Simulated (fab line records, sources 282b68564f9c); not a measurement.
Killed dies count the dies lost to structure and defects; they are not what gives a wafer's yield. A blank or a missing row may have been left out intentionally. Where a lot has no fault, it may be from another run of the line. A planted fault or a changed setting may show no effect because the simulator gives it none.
What tool caused it? | flow rit cmos | 18 wafers from 6 lots sampled at 2 of the route's 202 steps

## WHAT THE GAUGES SHOWED, per wafer
RIT_PSD_TW_MEAS_10.
lot  | measured    | on            | PSD_TW
L790 | day 3 13:31 | film metro-01 | 3371 3372 3380
L792 | day 4 01:55 | film metro-01 | 3406 3428 3414
L796 | day 4 21:05 | film metro-02 | 3383 3389 3386
L800 | day 5 12:28 | film metro-02 | 3117 3100 3121 3100 3098 3109
L803 | day 6 15:47 | film metro-04 | 3428 3449 3429
L805 | day 6 18:43 | film metro-04 | 3445 3464 3444

## WHICH TOOL RAN EACH LOT (tool, then ch and the chambers of the sampled wafers, then the start)
lot  | RIT_PSD_IMPLANT_08
L790 | implanter-01 ch 0, day 3 13:11
L792 | implanter-01 ch 0, day 4 01:37
L796 | implanter-01 ch 0, day 4 20:47
L800 | implanter-03 ch 0, day 5 11:59
L803 | implanter-01 ch 0, day 6 15:27
L805 | implanter-01 ch 0, day 6 18:23
- RIT_PSD_IMPLANT_08

## THE ANSWER, worked out from the rows above alone
Rule: the usual values come from the lots themselves. The widest of any qualifying gaps counts: lots, ordered by their means at a reading, are off when they make up no more than a third of the lots, leave a main group of 4 or more, and stand apart from it by 3 or more times the standard deviation of that group's means. The tables above print the reading to a certain number of digits; a main group whose means all agree to those digits is not used. Also off: a lot with no number at a reading for which 4 or more lots have one. Any other lot the step has rows for is counted as sound.
Off: L800, seen at RIT_PSD_TW_MEAS_10 (PSD_TW). Main group: mean 3413, sd 29.
If a tool, at a process step before that reading, ran all the lots that are off and no sound lot after the first of them, it fits. Gauges at RIT_PSD_TW_MEAS_10: tried the same way as those tools. This does not decide it: 2 tools fit, namely implanter-03 at RIT_PSD_IMPLANT_08 and film metro-02 at RIT_PSD_TW_MEAS_10.

## WHAT THE SIMULATOR HAD INSERTED
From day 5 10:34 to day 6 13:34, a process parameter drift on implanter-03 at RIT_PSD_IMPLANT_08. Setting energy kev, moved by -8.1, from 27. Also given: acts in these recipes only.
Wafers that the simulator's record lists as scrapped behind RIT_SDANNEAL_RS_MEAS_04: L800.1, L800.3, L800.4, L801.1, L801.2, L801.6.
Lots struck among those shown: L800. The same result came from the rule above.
